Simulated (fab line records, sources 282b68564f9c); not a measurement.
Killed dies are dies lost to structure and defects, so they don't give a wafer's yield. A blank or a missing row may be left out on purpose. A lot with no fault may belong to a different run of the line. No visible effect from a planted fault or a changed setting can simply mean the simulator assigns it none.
Problem report, 8D (eight disciplines) form, completed by code    flow ritCmos    the parts of the form that need people (team, actions taken, sign-off) are left out

== 1. WHAT WENT WRONG ==
Across 6 wafers from 2 lots, CONTACT_TEOS_THK at RIT_CONTACT_THK_MEAS_01 averages 439 nm, while fault-free wafers read 399 nm with a standard deviation of 5.4. Measured from the usual mean, that is +7.4 standard deviations.
First observed at day 4 09:49: wafer L853.2, on filmMetro-01. The record has a number at this step for 42 wafers belonging to 14 lots. Rule for "out" (also "out of limits"): further than 4 standard deviations from the usual mean. The rest of the wafers with a number are treated as sound.

== 2. WHAT THIS IS AND IS NOT ==
question                     is                          is not
which readings at this step  CONTACT_TEOS_THK            -
which lots                   L853, L856                  L847, L848, L849, L850, L852, L860, L863, L864, L867, L868, L869, L870
which wafers of those lots   all that have a number      -
read on which gauges         filmMetro-01, filmMetro-04  filmMetro-03
when                         from day 4 09:49            up to then (15 sound wafers); but 21 sound wafers of L860, L863, L864, L867, L868, L869, L870 came after

== 3. THE SUSPECTS, EACH WITH WHAT RULES IT OUT ==
Counting: a tool stays on the suspect list if, at a process step up to the reading, it processed all lots that are out and no sound lot following the first of them.
- the gauge at RIT_CONTACT_THK_MEAS_01: ruled out. 2 gauges (filmMetro-01, filmMetro-04) read the wafers that are out.
- plasmaAsher-03 at RIT_NSD_STRIP_09 (strips in O2, time 180 s): ruled out as a lasting fault. Following L853 (day 4 06:31), the first lot on it that is out, the sound lots L860, L863 were run on it.
- pecvd-04 at RIT_CONTACT_CVD_00 (deposits SiO2 from TEOS, target thk 400 nm, time 61 s): ruled out as a lasting fault. Following L853 (day 4 09:45), the first lot on it that is out, the sound lots L868 were run on it.
Left after counting: nothing in the record.

== 4. THE CAUSE (what the simulator had put in) ==
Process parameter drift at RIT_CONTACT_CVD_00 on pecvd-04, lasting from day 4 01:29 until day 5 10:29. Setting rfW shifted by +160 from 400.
The count ruled it out by mistake, since the rule takes a fault to strike every lot its tool runs from the start of the fault on, and this one did not do so.

== 5. THE CHAIN OF EFFECTS, in route order ==
Each row: a reading where the mean over the struck wafers with a number is more than 3 standard deviations away from the usual. Only readings for which the record gives a usual standard deviation are gone through. hours: the time from each lot's start at the first step in this table that gives one to its start at this step, as a median over the lots. sigmas: the change in usual standard deviations.
hours  step                     reading           usual    on struck wafers  change  sigmas
0      RIT_CONTACT_CVD_00       rfFwdPowerW       396.3 W  555.2             +158.9  +99 or more
0      RIT_CONTACT_THK_MEAS_01  CONTACT_TEOS_THK  399 nm   439               +40     +7.4
Its process steps:
- RIT_CONTACT_CVD_00: deposits SiO2 from TEOS, target thk 400 nm, time 61 s.

== 6. WHAT WOULD HAVE CAUGHT IT SOONER ==
8 hours passed between the start of the fault at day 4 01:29 and the first reading out of limits at a measuring or inspecting step in this record, taken at day 4 09:49.
The tool's own readings at RIT_CONTACT_CVD_00 were out on every struck wafer that the step has a row for (rfFwdPowerW): an alarm limit on them would have fired on the first of those.
